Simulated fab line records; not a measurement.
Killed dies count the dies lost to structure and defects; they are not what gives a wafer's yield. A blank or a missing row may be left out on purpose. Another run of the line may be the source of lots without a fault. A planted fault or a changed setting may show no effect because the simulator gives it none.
Code-filled problem report in 8D (eight disciplines) form -- flow berkeley-cmos170 -- the parts of the form that need people (team, actions taken, sign-off) are left out

## 1. WHAT IS WRONG
At UCB170_V1_ETCH_14, run-length-s averages 398.5 s over 6 wafers from 2 lots, while fault-free wafers read 319.2 s, standard deviation 0.44. So: +99 or more standard deviations from the usual mean.
The step: etches SiO2 in CHF3/CF4/Ar, stops on Al, target depth 1250 nm, time 291 s.
Seen first at day 10 11:41 on rie-diel-02, wafer L282.3. Wafers with a number at this step in the record: 42, from 14 lots. Rule for "out", or "out of limits": more than 4 standard deviations from the usual mean. Any other wafer with a number is counted as sound.

## 2. WHAT IT IS AND WHAT IT IS NOT
question,is,is not
which readings at this step,"run-length-s, oes-product-au","drypump-motor-current-A, throttle-valve-pct"
which lots,"L282, L286","L268, L269, L271, L272, L276, L277, L278, L279, L280, L287, L288, L289"
which wafers of those lots,all that have a number,-
read on which tools,rie-diel-02,"rie-diel-01, rie-diel-03"
when,from day 10 11:41,"up to then (27 sound wafers); but 9 sound wafers of L287, L288, L289 came after"

## 3. WHAT RULES OUT EACH SUSPECT
Counting: any tool at a process step up to the reading is kept as a suspect provided that every lot that is out went through it and no sound lot did after the first of them.
- rie-diel-02 at UCB170_V1_ETCH_14 (etches SiO2 in CHF3/CF4/Ar, stops on Al, target depth 1250 nm, time 291 s): kept. All lots that are out passed through it, beginning with L282 at day 10 11:41, and no sound lot followed; its final sound lot before that point was L280 at day 9 20:23. Its own readings are out on those wafers: oes-product-au, run-length-s.
After counting, what remains is rie-diel-02 at UCB170_V1_ETCH_14.

## 4. THE CAUSE (what the simulator had put in)
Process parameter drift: rie-diel-02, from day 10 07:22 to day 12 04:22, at UCB170_V1_ETCH_14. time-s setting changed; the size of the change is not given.
Only this tool survived the counting.

## 5. THE EFFECT CHAIN, in route order
Each row: a reading whose mean over the struck wafers that have a number lies more than 3 standard deviations from the usual. Readings are gone through only where the record gives a usual standard deviation; hours: the median, over the lots, of the time from a lot's start at the first step in this table giving one to that lot's start at this step; sigmas: the change measured in usual standard deviations.
hours,step,reading,usual,on struck wafers,change,sigmas
0,UCB170_V1_ETCH_14,oes-product-au,0.874 a.u.,0.763,-0.111,-9.3
0,UCB170_V1_ETCH_14,run-length-s,319.2 s,398.5,+79.3,+99 or more
0,UCB170_V1_STRIP_15,strip-time-to-endpoint-s,15.27 s,13.59,-1.68,-13
Here are the process steps it includes:
- UCB170_V1_ETCH_14: etches SiO2 in CHF3/CF4/Ar, stops on Al, target depth 1250 nm, time 291 s.
- UCB170_V1_STRIP_15: strips in O2.

## 6. HOW IT WOULD HAVE BEEN CAUGHT EARLIER
In this record no reading fell out of limits until day 10 11:41, 4 hours after the fault had begun at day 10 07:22.
